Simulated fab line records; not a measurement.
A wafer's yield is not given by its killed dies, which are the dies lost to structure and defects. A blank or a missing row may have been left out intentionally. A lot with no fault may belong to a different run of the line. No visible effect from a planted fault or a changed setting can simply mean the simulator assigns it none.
fab line records	flow rit_cmos	part 1 of 2: steps 1 to 33 of 43
[record] lots = 5	wafers = 15	last_day = 6
route steps=202 shown NRETRO@61 PRETRO@64 GATE@75 FOX2@80 REOX@98 NLDD@103
lots with no fault: from the same line, run without faults
start_h: the number of hours between the record's first day and the start of the first shown wafer of the lot	wait_h: hours since the lot's step before	" same as the row above	L1.1+2: one row covering several wafers at once	- no value present, or no start provided	* or withheld: withheld	< > ~ a bound
route shown NAME@n: a module of which the file shows steps, and the number in the route of the first	usual: average and standard deviation across the fault-free wafers	same: alike in all rows	chamber/n: place in a boat	sites: per-site readings	_std_site: the standard deviation of these	_edge_site: mean of outer sites minus mean of inner sites	radius_mm: how far each site lies from the wafer's centre	mask NAME#n: copy n	behind: tool/chamber where the wafer was last shaped	hold: cause of the lot's hold/its duration in hours/its outcome	device: which transistor (n, p or np) failed to switch	end of line: the same wafers' tests at the end of the route	for a step that has no rows: nothing shown but its recipe	killed: the dies lost at the first sort to structure and to defects; this is not the yield of the wafer	map: the dies of a wafer, with x for killed, . for not killed, _ for no die there
set.NAME: the setting that was run; set.NAME@STEP: the one run at that earlier step	model.NAME: the simulator's own value behind a step, which no gauge read
a table for each step, a row for each wafer; lots at some steps of the route
services: from which hour (start_h, from the record's first day; less than 0 if before it) a tool's chamber was out of use, for how many hours, and why
[[steps]]
[step RIT_NRETRO_IMPLANT_08]
[recipe] species = P	energy_kev = 70	dose_cm2 = 1e+13	tilt_deg = 7
[usual] faraday_current_uA = 31.8/0.64
lot.wafer	tool	chamber	start_h	wait_h	faraday_current_uA
L075.2	implanter-03	0	35.50	0.2	32.4
L075.4	"	0	"	"	32.3
L075.5	"	0	"	"	31.8
L082.1	implanter-01	0	69.93	0.2	32.1
L082.3	"	0	"	"	31.5
L082.5	"	0	"	"	31.2
L084.1	implanter-01	0	79.72	0.3	31.6
L084.4	"	0	"	"	31.6
L084.6	"	0	"	"	31.9
L088.3	implanter-01	0	101.20	0.2	31.2
L088.4	"	0	"	"	30.6
L088.5	"	0	"	"	31.4
L092.1	implanter-01	0	120.33	0.2	32.2
L092.4	"	0	"	"	33.2
L092.5	"	0	"	"	31.6
[step RIT_NRETRO_STRIP_09]
[recipe] chemistry = O2	time_s = 180	resist = NOVOLAK	platen_temp_c = withheld	power_w = 500	pressure_mtorr = 4000	o2_flow_sccm = 4000
[usual] chamber_pressure_mTorr = 4000/3.6	drypump_motor_current_A = 5.9/0.55	rf_refl_power_W = 6.2/1.1
lot.wafer	tool	chamber	start_h	wait_h	chamber_pressure_mTorr	drypump_motor_current_A	rf_hours_counter_h	rf_refl_power_W
L075.2	plasma_asher-03	0	35.63	0.1	3999	6.5	37	7.1
L075.4	"	1	"	"	4000	5.6	-	5.1
L075.5	"	1	"	"	3998	5.6	-	5.1
L082.1	plasma_asher-01	0	70.08	0.1	3996	6.6	43	6.5
L082.3	"	1	"	"	3996	5.1	-	4.7
L082.5	"	1	"	"	3998	5.1	-	4.8
L084.1	plasma_asher-03	0	79.87	0.1	3998	6.5	41	7.1
L084.4	"	1	"	"	4000	5.6	-	5.0
L084.6	"	1	"	"	3999	5.6	-	5.0
L088.3	plasma_asher-01	0	101.36	0.1	4003	6.6	-	6.4
L088.4	"	1	"	"	4001	5.1	-	4.3
L088.5	"	0	"	"	3998	6.6	-	6.4
L092.1	plasma_asher-03	1	120.48	0.1	3996	5.6	47	5.1
L092.4	"	0	"	"	4003	6.4	-	7.5
L092.5	"	1	"	"	4001	5.6	-	5.3
[step RIT_NRETRO_TW_MEAS_10]
[usual] NRETRO_TW = 1052/7.6
lot.wafer	tool	chamber	start_h	wait_h	NRETRO_TW
L075.2	film_metro-01	-	35.87	0.2	1053
L075.4	"	-	"	"	1049
L075.5	"	-	"	"	1052
L082.1	film_metro-04	-	70.26	0.1	1063
L082.3	"	-	"	"	1061
L082.5	"	-	"	"	1062
L084.1	film_metro-04	-	80.04	0.1	1066
L084.4	"	-	"	"	1061
L084.6	"	-	"	"	1062
L088.3	film_metro-02	-	101.50	0.1	1043
L088.4	"	-	"	"	1039
L088.5	"	-	"	"	1045
L092.1	film_metro-02	-	120.66	0.1	1038
L092.4	"	-	"	"	1040
L092.5	"	-	"	"	1037
[step RIT_PRETRO_HMDS_00]
[recipe] prime_time_s = 60	prime_temp_c = 140
lot.wafer	tool	chamber	start_h	wait_h
L075.2+4+5	litho_track-04	0	35.94	0.1
L082.1+3+5	litho_track-03	0	70.32	0.1
L084.1+4+6	litho_track-04	0	80.10	0.1
L088.3+4+5	litho_track-01	0	101.59	0.1
L092.1+4+5	litho_track-04	0	120.72	0.1
[step RIT_PRETRO_COAT_01]
[recipe] resist = NOVOLAK	spin_rpm = 2000	resist_thk_nm = 1300
lot.wafer	tool	chamber	start_h	wait_h
L075.2+4+5	litho_track-04	0	36.09	0.1
L082.1+3+5	litho_track-03	0	70.47	0.1
L084.1+4+6	litho_track-04	0	80.25	0.1
L088.3+4+5	litho_track-01	0	101.74	0.1
L092.1+4+5	litho_track-04	0	120.87	0.1
[step RIT_PRETRO_SOFTBAKE_02]
[recipe] resist = NOVOLAK	temp_c = 90	time_s = 60
lot.wafer	tool	chamber	start_h	wait_h
L075.2+4+5	litho_track-04	0	36.24	0.1
L082.1+3+5	litho_track-03	0	70.62	0.1
L084.1+4+6	litho_track-04	0	80.40	0.1
L088.3+4+5	litho_track-01	0	101.89	0.1
L092.1+4+5	litho_track-04	0	121.02	0.1
[step RIT_PRETRO_EXPOSE_03]
[recipe] mask_id = M5	na = 0.57	target_cd_nm = 43700	dose_mj = 250
lot.wafer	tool	chamber	start_h	wait_h	mask
L075.2+4+5	iline_stepper-01	0	36.57	0.3	M5#0
L082.1+3+5	iline_stepper-01	0	70.77	0.1	M5#0
L084.1+4+6	iline_stepper-02	0	80.68	0.2	M5#0
L088.3+4+5	iline_stepper-02	0	102.03	0.1	M5#0
L092.1+4+5	iline_stepper-02	0	121.29	0.2	M5#0
[step RIT_PRETRO_PEB_04]
[recipe] resist = NOVOLAK	temp_c = withheld	time_s = withheld
lot.wafer	tool	chamber	start_h	wait_h
L075.2+4+5	litho_track-04	0	36.69	0.1
L082.1+3+5	litho_track-04	0	70.89	0.1
L084.1+4+6	litho_track-03	0	80.80	0.1
L088.3+4+5	litho_track-01	0	102.15	0.1
L092.1+4+5	litho_track-04	0	121.41	0.1
[step RIT_PRETRO_DEVELOP_05]
[recipe] resist = NOVOLAK	develop_time_s = 68	dev_temp_c = 23
lot.wafer	tool	chamber	start_h	wait_h
L075.2+4+5	litho_track-04	0	-	-
L082.1+3+5	litho_track-04	0	-	-
L084.1+4+6	litho_track-03	0	-	-
L088.3+4+5	litho_track-01	0	-	-
L092.1+4+5	litho_track-04	0	-	-
[step RIT_PRETRO_OVL_MEAS_06]
[usual] PRETRO_OVL = -0.6/1.5
lot.wafer	tool	chamber	start_h	wait_h	PRETRO_OVL[nm]
L075.2	overlay-02	-	36.98	-	-1.2
L075.4	"	-	"	"	0.0
L075.5	"	-	"	"	-1.2
L082.1	overlay-01	-	71.20	-	-1.2
L082.3	"	-	"	"	-0.9
L082.5	"	-	"	"	-1.3
L084.1	overlay-01	-	81.12	-	-3.2
L084.4	"	-	"	"	-2.0
L084.6	"	-	"	"	-3.8
L088.3	overlay-02	-	102.43	-	-0.2
L088.4	"	-	"	"	0.6
L088.5	"	-	"	"	0.1
L092.1	overlay-02	-	121.72	-	-1.2
L092.4	"	-	"	"	-2.0
L092.5	"	-	"	"	-1.8
[step RIT_PRETRO_HARDBAKE_07]
[recipe] resist = NOVOLAK	temp_c = 140	time_s = 120
lot.wafer	tool	chamber	start_h	wait_h
L075.2+4+5	litho_track-04	0	37.05	0.1
L082.1+3+5	litho_track-03	0	71.23	0.0
L084.1+4+6	litho_track-01	0	81.48	0.4
L088.3+4+5	litho_track-03	0	102.68	0.2
L092.1+4+5	litho_track-04	0	121.76	0.0
[step RIT_PRETRO_IMPLANT_08]
[recipe] species = B	energy_kev = 45	dose_cm2 = 1.2e+13	tilt_deg = 7
[usual] faraday_current_uA = 38.2/0.74
lot.wafer	tool	chamber	start_h	wait_h	faraday_current_uA
L075.2	implanter-01	0	37.29	0.2	38.6
L075.4	"	0	"	"	39.4
L075.5	"	0	"	"	38.3
L082.1	implanter-04	0	71.48	0.2	38.2
L082.3	"	0	"	"	38.5
L082.5	"	0	"	"	38.6
L084.1	implanter-01	0	81.73	0.2	38.3
L084.4	"	0	"	"	37.2
L084.6	"	0	"	"	37.4
L088.3	implanter-01	0	102.90	0.2	38.5
L088.4	"	0	"	"	38.0
L088.5	"	0	"	"	38.4
L092.1	implanter-04	0	122.01	0.2	38.5
L092.4	"	0	"	"	38.6
L092.5	"	0	"	"	37.4
[step RIT_PRETRO_STRIP_09]
[recipe] chemistry = O2	time_s = 180	resist = NOVOLAK	platen_temp_c = withheld	power_w = 500	pressure_mtorr = 4000	o2_flow_sccm = 4000
[usual] chamber_pressure_mTorr = 4000/3.1	drypump_motor_current_A = 6.0/0.53	rf_refl_power_W = 6.0/1.2
lot.wafer	tool	chamber	start_h	wait_h	chamber_pressure_mTorr	drypump_motor_current_A	rf_hours_counter_h	rf_refl_power_W
L075.2	plasma_asher-02	1	37.41	0.1	4000	6.4	24	8.1
L075.4	"	0	"	"	4005	6.1	-	5.1
L075.5	"	0	"	"	4002	6.1	-	5.2
L082.1	plasma_asher-01	0	71.63	0.1	4003	6.6	44	6.1
L082.3	"	0	"	"	3999	6.6	-	6.1
L082.5	"	0	"	"	4000	6.6	-	6.4
L084.1	plasma_asher-02	0	81.88	0.1	4001	6.1	29	5.0
L084.4	"	0	"	"	3999	6.1	-	5.1
L084.6	"	0	"	"	4005	6.1	-	4.8
L088.3	plasma_asher-01	1	103.06	0.1	3998	5.1	-	4.7
L088.4	"	0	"	"	4000	6.6	-	6.2
L088.5	"	1	"	"	4005	5.1	-	4.4
L092.1	plasma_asher-03	0	122.16	0.1	3997	6.4	47	7.2
L092.4	"	1	"	"	4000	5.6	-	5.1
L092.5	"	0	"	"	3996	6.4	-	7.2
[step RIT_PRETRO_TW_MEAS_10]
[usual] PRETRO_TW = 475.4/3
lot.wafer	tool	chamber	start_h	wait_h	PRETRO_TW
L075.2	film_metro-04	-	37.60	0.1	479.0
L075.4	"	-	"	"	481.3
L075.5	"	-	"	"	481.3
L082.1	film_metro-04	-	71.81	0.1	480.9
L082.3	"	-	"	"	482.0
L082.5	"	-	"	"	480.8
L084.1	film_metro-03	-	82.05	0.1	476.8
L084.4	"	-	"	"	476.6
L084.6	"	-	"	"	474.0
L088.3	film_metro-04	-	103.19	0.1	476.7
L088.4	"	-	"	"	477.4
L088.5	"	-	"	"	480.0
L092.1	film_metro-04	-	122.33	0.1	478.6
L092.4	"	-	"	"	480.7
L092.5	"	-	"	"	480.0
[step RIT_GATE_WET_ETCH_00]
[recipe] chemistry = BOE	target = SiO2	target_depth_nm = 56	time_s = 60	dry = n2_spin	dilution = 10:1	temp_c = 21.5
lot.wafer	tool	chamber	start_h	wait_h
L075.2+4+5	wet_bench-04	2	37.65	0.0
L082.1+3+5	wet_bench-03	3	71.87	0.1
L084.1+4+6	wet_bench-04	2	82.11	0.1
L088.3+4+5	wet_bench-04	1	103.23	0.0
L092.1+4+5	wet_bench-04	1	122.39	0.1
[step RIT_GATE_CLEAN_01]
[recipe] chemistry = SC1	mix = 3:3:50	time_s = 600	temp_c = 75
[usual] bath_guard_temp_C = 74.6/0.37
lot.wafer	tool	chamber	start_h	wait_h	bath_guard_temp_C
L075.2	wet_bench-02	0	37.67	0.0	75.5
L075.4	"	0	"	"	75.1
L075.5	"	0	"	"	75.5
L082.1	wet_bench-04	1	71.89	0.0	74.8
L082.3	"	1	"	"	75.1
L082.5	"	1	"	"	74.9
L084.1	wet_bench-03	3	82.14	0.0	74.7
L084.4	"	3	"	"	74.5
L084.6	"	3	"	"	74.8
L088.3	wet_bench-02	2	103.26	0.0	74.8
L088.4	"	2	"	"	74.6
L088.5	"	2	"	"	74.9
L092.1	wet_bench-02	2	122.44	0.0	74.7
L092.4	"	2	"	"	74.7
L092.5	"	2	"	"	74.6
[step RIT_GATE_CLEAN_02]
[recipe] chemistry = dHF	dilution = 50:1	time_s = 30
lot.wafer	tool	chamber	start_h	wait_h
L075.2+4+5	wet_bench-04	1	37.85	0.0
L082.1+3+5	wet_bench-02	2	72.07	0.0
L084.1+4+6	wet_bench-04	0	82.32	0.0
L088.3+4+5	wet_bench-03	1	103.43	0.0
L092.1+4+5	wet_bench-04	0	122.62	0.0
[step RIT_GATE_CLEAN_03]
[recipe] chemistry = SC2	mix = 3:3:50	time_s = 600	temp_c = 75	dry = n2_spin
[usual] bath_guard_temp_C = 74.7/0.36
lot.wafer	tool	chamber	start_h	wait_h	bath_guard_temp_C
L075.2	wet_bench-03	3	37.86	0.0	74.5
L075.4	"	3	"	"	74.6
L075.5	"	3	"	"	74.9
L082.1	wet_bench-03	0	72.09	0.0	74.4
L082.3	"	0	"	"	74.3
L082.5	"	0	"	"	74.3
L084.1	wet_bench-03	3	82.33	0.0	75.0
L084.4	"	3	"	"	74.5
L084.6	"	3	"	"	74.4
L088.3	wet_bench-02	0	103.45	0.0	74.8
L088.4	"	0	"	"	74.9
L088.5	"	0	"	"	75.4
L092.1	wet_bench-03	0	122.65	0.0	74.4
L092.4	"	0	"	"	74.4
L092.5	"	0	"	"	74.6
[step RIT_GATE_CLEAN_04]
[recipe] chemistry = dHF	dilution = 50:1	time_s = 60	dry = n2_spin
lot.wafer	tool	chamber	start_h	wait_h
L075.2+4+5	wet_bench-02	0	38.04	0.0
L082.1+3+5	wet_bench-04	2	72.26	0.0
L084.1+4+6	wet_bench-03	2	82.51	0.0
L088.3+4+5	wet_bench-03	1	103.63	0.0
L092.1+4+5	wet_bench-02	1	122.84	0.0
[step RIT_FOX2_THK_MEAS_91]
[recipe] reads = SiO2_of_FOX2_OXIDATION_00
[usual] FIELD_OXIDE_LEFT_2_THK = 255/6.6
lot.wafer	tool	chamber	start_h	wait_h	FIELD_OXIDE_LEFT_2_THK[nm]
L075.2	film_metro-01	-	38.07	0.0	259
L075.4	"	-	"	"	256
L075.5	"	-	"	"	262
L082.1	film_metro-03	-	72.29	0.0	253
L082.3	"	-	"	"	255
L082.5	"	-	"	"	260
L084.1	film_metro-02	-	82.53	0.0	250
L084.4	"	-	"	"	247
L084.6	"	-	"	"	246
L088.3	film_metro-03	-	103.67	0.0	260
L088.4	"	-	"	"	265
L088.5	"	-	"	"	265
L092.1	film_metro-03	-	122.87	0.0	253
L092.4	"	-	"	"	256
L092.5	"	-	"	"	253
[step RIT_GATE_OXIDATION_05]
[recipe] temp_c = 900	ambient = O2	target_thk_a = 30	ox_time_s = 270
[usual] spike_tc_source_C = 922/3.6	tube_center_temp_C = 900.01/0.085
lot.wafer	tool	chamber	start_h	wait_h	spike_tc_source_C	tube_center_temp_C
L075.2	furnace-03	0	39.82	1.7	916	900.04
L075.4	"	0	"	"	917	899.94
L075.5	"	0	"	"	918	900.06
L082.1	furnace-02	0	72.35	0.1	926	900.02
L082.3	"	0	"	"	927	900.11
L082.5	"	0	"	"	927	900.04
L084.1	furnace-03	0	82.59	0.1	920	899.97
L084.4	"	0	"	"	919	899.96
L084.6	"	0	"	"	918	900.19
L088.3	furnace-02	0	104.70	1.0	926	900.02
L088.4	"	0	"	"	927	899.95
L088.5	"	0	"	"	926	900.03
L092.1	furnace-02	0	122.93	0.1	925	899.89
L092.4	"	0	"	"	927	899.94
L092.5	"	0	"	"	927	900.07
[step RIT_GATE_ANNEAL_06]
[recipe] temp_c = 900	time_s = 600	ambient = N2O
[usual] spike_tc_source_C = 922/3.3	tube_center_temp_C = 900/0.083
lot.wafer	tool	chamber	start_h	wait_h	spike_tc_source_C	tube_center_temp_C
L075.2	furnace-02	0	42.05	1.2	925	900
L075.4	"	0	"	"	927	900.04
L075.5	"	0	"	"	926	900.09
L082.1	furnace-02	0	73.42	0.0	928	899.99
L082.3	"	0	"	"	929	900.05
L082.5	"	0	"	"	925	899.97
L084.1	furnace-03	0	83.67	0.0	918	900.15
L084.4	"	0	"	"	918	899.97
L084.6	"	0	"	"	919	899.83
L088.3	furnace-02	0	105.78	0.0	928	900.13
L088.4	"	0	"	"	926	899.94
L088.5	"	0	"	"	926	900.07
L092.1	furnace-01	0	124.00	0.0	922	899.88
L092.4	"	0	"	"	923	899.97
L092.5	"	0	"	"	923	899.9
[step RIT_GATE_THK_MEAS_07]
[recipe] reads = SiO2_of_GATE_OXIDATION_05
[usual] GATE_OXIDE_THK = 3.05/0.06
lot.wafer	tool	chamber	start_h	wait_h	GATE_OXIDE_THK[nm]
L075.2	film_metro-02	-	42.31	0.0	2.96
L075.4	"	-	"	"	3.07
L075.5	"	-	"	"	3.05
L082.1	film_metro-01	-	73.67	0.0	2.98
L082.3	"	-	"	"	3.10
L082.5	"	-	"	"	3.07
L084.1	film_metro-03	-	83.92	0.0	3.07
L084.4	"	-	"	"	3.04
L084.6	"	-	"	"	3.05
L088.3	film_metro-03	-	106.05	0.0	3.07
L088.4	"	-	"	"	3.11
L088.5	"	-	"	"	3.08
L092.1	film_metro-01	-	124.25	0.0	3.07
L092.4	"	-	"	"	3.07
L092.5	"	-	"	"	3.01
[step RIT_GATE_CVD_08]
[recipe] material = poly-Si	target_thk_nm = 250	temp_c = 610	precursor = SiH4	time_s = 2220	pressure_mtorr = 300	sih4_flow_sccm = 100
[usual] spike_tc_source_C = 628.7/2.9
lot.wafer	tool	chamber	start_h	wait_h	spike_tc_source_C
L075.2	lpcvd-01	0	42.36	0.0	625.7
L075.4	"	0	"	"	625.2
L075.5	"	0	"	"	625.1
L082.1	lpcvd-02	0	73.73	0.1	631.3
L082.3	"	0	"	"	630.1
L082.5	"	0	"	"	632.5
L084.1	lpcvd-02	0	83.98	0.1	630.5
L084.4	"	0	"	"	630.9
L084.6	"	0	"	"	630.8
L088.3	lpcvd-02	1	106.09	0.0	629.4
L088.4	"	1	"	"	631.8
L088.5	"	1	"	"	630.1
L092.1	lpcvd-02	0	126.42	2.2	629.7
L092.4	"	0	"	"	629.5
L092.5	"	0	"	"	628.1
[step RIT_GATE_THK_MEAS_09]
[recipe] reads = poly-Si_of_GATE_CVD_08
[usual] GATE_POLY_THK = 250.4/2.4
lot.wafer	tool	chamber	start_h	wait_h	GATE_POLY_THK[nm]
L075.2	film_metro-01	-	43.99	0.0	252.1
L075.4	"	-	"	"	251.4
L075.5	"	-	"	"	252.0
L082.1	film_metro-02	-	75.35	0.0	255.1
L082.3	"	-	"	"	253.7
L082.5	"	-	"	"	255.5
L084.1	film_metro-01	-	85.60	0.0	250.0
L084.4	"	-	"	"	250.6
L084.6	"	-	"	"	251.8
L088.3	film_metro-01	-	107.73	0.0	248.8
L088.4	"	-	"	"	249.3
L088.5	"	-	"	"	250.5
L092.1	film_metro-03	-	128.03	0.0	249.7
L092.4	"	-	"	"	249.5
L092.5	"	-	"	"	250.1
[step RIT_GATE_HMDS_10]
[recipe] prime_time_s = 60	prime_temp_c = 140
lot.wafer	tool	chamber	start_h	wait_h
L075.2+4+5	litho_track-01	0	44.06	0.1
L082.1+3+5	litho_track-01	0	75.53	0.2
L084.1+4+6	litho_track-04	0	85.66	0.1
L088.3+4+5	litho_track-02	0	107.82	0.1
L092.1+4+5	litho_track-04	0	128.09	0.1
[step RIT_GATE_COAT_11]
[recipe] resist = NOVOLAK	spin_rpm = 4250	resist_thk_nm = 850
lot.wafer	tool	chamber	start_h	wait_h
L075.2+4+5	litho_track-01	0	44.22	0.1
L082.1+3+5	litho_track-01	0	75.68	0.1
L084.1+4+6	litho_track-04	0	85.81	0.1
L088.3+4+5	litho_track-02	0	107.97	0.1
L092.1+4+5	litho_track-04	0	128.24	0.1
[step RIT_GATE_SOFTBAKE_12]
[recipe] resist = NOVOLAK	temp_c = 90	time_s = 60
lot.wafer	tool	chamber	start_h	wait_h
L075.2+4+5	litho_track-01	0	44.37	0.1
L082.1+3+5	litho_track-01	0	75.83	0.1
L084.1+4+6	litho_track-04	0	85.96	0.1
L088.3+4+5	litho_track-02	0	108.12	0.1
L092.1+4+5	litho_track-04	0	128.39	0.1
[step RIT_GATE_EXPOSE_13]
[recipe] mask_id = M6	na = 0.6	source_shape = conventional	sigma_outer = 0.6	target_cd_nm = 150	dose_mj = 380
lot.wafer	tool	chamber	start_h	wait_h	mask
L075.2+4+5	iline_stepper-02	0	44.63	0.2	M6#0
L082.1+3+5	iline_stepper-02	0	76.10	0.2	M6#0
L084.1+4+6	iline_stepper-01	0	86.23	0.2	M6#0
L088.3+4+5	iline_stepper-02	0	108.25	0.1	M6#0
L092.1+4+5	iline_stepper-01	0	128.54	0.1	M6#0
[step RIT_GATE_PEB_14]
[recipe] resist = NOVOLAK	temp_c = withheld	time_s = withheld
lot.wafer	tool	chamber	start_h	wait_h
L075.2+4+5	litho_track-01	0	44.76	0.1
L082.1+3+5	litho_track-04	0	76.22	0.1
L084.1+4+6	litho_track-02	0	86.35	0.1
L088.3+4+5	litho_track-01	0	108.51	0.2
L092.1+4+5	litho_track-04	0	128.66	0.1
[step RIT_GATE_DEVELOP_15]
[recipe] resist = NOVOLAK	develop_time_s = 50	dev_temp_c = 23
lot.wafer	tool	chamber	start_h	wait_h
L075.2+4+5	litho_track-01	0	-	-
L082.1+3+5	litho_track-04	0	-	-
L084.1+4+6	litho_track-02	0	-	-
L088.3+4+5	litho_track-01	0	-	-
L092.1+4+5	litho_track-04	0	-	-
[step RIT_GATE_CD_MEAS_16]
[recipe] target_cd_nm = 150
[usual] cd_nm = 150.6/2
lot.wafer	tool	chamber	start_h	wait_h	cd_nm
L075.2	cd_sem-02	-	45.03	-	151.6
L075.4	"	-	"	"	150.7
L075.5	"	-	"	"	151.8
L082.1	cd_sem-02	-	76.50	-	149.7
L082.3	"	-	"	"	149.7
L082.5	"	-	"	"	150.0
L084.1	cd_sem-01	-	86.63	-	153.1
L084.4	"	-	"	"	150.7
L084.6	"	-	"	"	152.5
L088.3	cd_sem-01	-	108.79	-	149.8
L088.4	"	-	"	"	152.0
L088.5	"	-	"	"	150.3
L092.1	cd_sem-01	-	128.94	-	151.2
L092.4	"	-	"	"	151.7
L092.5	"	-	"	"	151.5
[step RIT_GATE_OVL_MEAS_17]
[usual] GATE_OVL = 0.1/1.3
lot.wafer	tool	chamber	start_h	wait_h	GATE_OVL[nm]
L075.2	overlay-02	-	45.14	0.1	1.5
L075.4	"	-	"	"	0.9
L075.5	"	-	"	"	1.3
L082.1	overlay-01	-	76.62	0.1	0.0
L082.3	"	-	"	"	-0.2
L082.5	"	-	"	"	0.9
L084.1	overlay-02	-	86.75	0.1	1.3
L084.4	"	-	"	"	0.5
L084.6	"	-	"	"	0.4
L088.3	overlay-01	-	108.88	0.1	-0.4
L088.4	"	-	"	"	-0.3
L088.5	"	-	"	"	-0.2
L092.1	overlay-01	-	129.06	0.1	2.3
L092.4	"	-	"	"	0.9
L092.5	"	-	"	"	1.3
